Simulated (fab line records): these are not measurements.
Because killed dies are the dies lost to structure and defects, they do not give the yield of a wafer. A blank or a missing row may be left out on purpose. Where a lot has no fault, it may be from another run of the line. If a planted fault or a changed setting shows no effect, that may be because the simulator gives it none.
Matching of chambers | flow berkeley-cmos170 | UCB170_V2_CMP_02 on cmp-02: 4 sister chambers
The step polishes SiO2. 8 wafers are shown with their chamber, then 6 later ones without.

== WAFERS PAIRED WITH THEIR CHAMBERS ==
wafer  | chamber | motor-current-A (A) | slurry-filter-dp-kPa (kPa)
L652.3 | 2       | 15.0                | 13.37
L654.3 | 2       | 14.0                | 13.69
L654.6 | 0       | 17.5                | 13.73
L651.2 | 1       | 16.3                | 13.40
L651.4 | 3       | 14.1                | 13.35
L651.5 | 3       | 14.2                | 13.75
L661.1 | 1       | 16.7                | 13.48
L661.2 | 0       | 16.9                | 13.28

== WAFERS WHOSE CHAMBER IS MISSING ==
wafer  | motor-current-A (A) | slurry-filter-dp-kPa (kPa)
L661.6 | 16.4                | 13.72
L659.1 | 16.7                | 13.18
L659.5 | 18.1                | 13.58
L663.1 | 16.6                | 13.51
L663.4 | 18.0                | 13.49
L663.5 | 16.7                | 13.41

== CHAMBER TAKEN BY EACH ==
wafer  | from the rows above     | in truth
L661.6 | can't be placed: 1 or 0 | 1
L659.1 | can't be placed: 1 or 0 | 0
L659.5 | can't be placed: 0 or 1 | 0
L663.1 | can't be placed: 1 or 0 | 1
L663.4 | can't be placed: 0 or 1 | 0
L663.5 | can't be placed: 1 or 0 | 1
0 of 6 placed correctly. Cannot be placed on the basis of these rows: 6; the candidates contain the true chamber in 6. Number placed wrongly: 0.
How it was worked out, from the rows above alone: a wafer's distance from a chamber is the root of the sum, over the readings, of the square of ((its reading less the chamber's mean) divided by the reading's scatter). If the next closest chamber is less than 2 further off than the closest, the wafer can't be placed; otherwise it belongs to the closest. The mean given for a chamber averages the wafers shown for that chamber. The scatter: the root of (the sum of the squares of (reading less its chamber's mean) over the shown wafers, divided by (wafers less chambers)).
